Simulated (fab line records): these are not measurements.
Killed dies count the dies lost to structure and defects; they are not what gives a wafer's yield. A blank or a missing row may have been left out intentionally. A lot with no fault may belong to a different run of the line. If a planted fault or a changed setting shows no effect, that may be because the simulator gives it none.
A lot that was struck, set against a sound lot	flow rit cmos	15 steps out of a route of 202
Sound: these wafers, L707.1, L707.2, L707.6. Struck: wafers L717.1, L717.4, L717.6. The cause is given at the end.
At each step with rows: each side's tool, then ch and its chambers, then its first start. Under that, the readings that differ: sound wafers	struck wafers	difference of the means	sigmas: that difference in standard deviations of wafers without a fault.
alike: words and numbers the same on both sides, and readings whose means are apart by under 2 such deviations; not compared: readings that were withheld, readings missing a value for some wafer, numbers with overlapping values and no deviation given by the record, and bounds like >300 which may hide the same value.
Wherever a step has rows on one side only, a row that says differs or no value, or a row with sigmas, the two part there. Numbers that have no deviation but don't overlap get no sigmas and don't part them. Lack of a reading on every wafer of one side parts them only where that side has two or more wafers.

RIT_ACTIVE_BOW_MEAS_00:
  sound on film metro-03 at day 1 20:00; struck on film metro-01 at day 3 22:00
reading	sound	struck	difference	sigmas
INCOMING_BOW (um)	-5 13 2	-14 -16 -12	-17	-2
then, 1 step without rows for these wafers: RIT_ACTIVE_OXIDATION_01 (target thk 46.8 nm, ox time 3360 s).
RIT_ACTIVE_THK_MEAS_02:
  sound on film metro-04 at day 1 22:03; struck on film metro-03 at day 4 00:03
reading	sound	struck	difference	sigmas
ACTIVE_OXIDE_THK (nm)	44.7 44.7 44.6	46.9 46.6 46.7	+2.1	+2
then, 1 step without rows for these wafers: RIT_ACTIVE_CVD_03 (deposits Si3N4 from SiH2Cl2/NH3, target thk 150 nm, time 1500 s).
RIT_ACTIVE_THK_MEAS_04:
  sound on film metro-03 at day 1 23:32; struck on film metro-03 at day 4 01:32
  alike: ACTIVE_NITRIDE_THK
then, 6 steps without rows for these wafers: RIT_ACTIVE_HMDS_05 (prime time 60 s); RIT_ACTIVE_COAT_06 (resist thk 1000 nm); RIT_ACTIVE_SOFTBAKE_07 (time 60 s); RIT_ACTIVE_EXPOSE_08 (exposes mask M1, target cd 1400 nm); RIT_ACTIVE_PEB_09; RIT_ACTIVE_DEVELOP_10 (develop time 50 s).
RIT_ACTIVE_CD_MEAS_11: the cd target is 1400 nm.
  sound on cd sem-01 at day 2 00:39; struck on cd sem-02 at day 4 02:34
  alike: cd nm
RIT_ACTIVE_HARDBAKE_12: time 60 s.
  sound on litho track-03 ch 0, day 2 00:46; struck on litho track-03 ch 0, day 4 02:41
reading	sound	struck	difference	sigmas
heater power total W (W)	62.45 62.43 62.52	64.46 64.38 64.39	+1.94	+41
plate temp C (C)	140.06 140.18 140.23	143.32 143.38 143.38	+3.20	+21
resist line temp C (C)	23.05 23.14 23.15	22.89 22.85 22.81	-0.26	-3
RIT_ACTIVE_ETCH_13: etches Si3N4 in SF6, stops on SiO2, time 210 s, target depth 210 nm.
  sound on rie diel-04 ch 0,2,3, day 2 00:55; struck on rie diel-02 ch 2,3, day 4 02:50
  alike: drypump motor current A, oes product au, throttle valve pct
  not compared: rf hours counter h
RIT_M1_PROBE_99:
  sound on prober-01 at day 3 20:55; struck on prober-02 at day 5 21:26
  alike: killed at front end, killed dies, killed open, killed short

## WHERE THEY PART
At RIT_ACTIVE_BOW_MEAS_00 first; at RIT_ACTIVE_HARDBAKE_12 last (within this record only). Later steps at which nothing parts them and some readings are alike: RIT_ACTIVE_ETCH_13, RIT_M1_PROBE_99.

WHY: what had been put in by the simulator
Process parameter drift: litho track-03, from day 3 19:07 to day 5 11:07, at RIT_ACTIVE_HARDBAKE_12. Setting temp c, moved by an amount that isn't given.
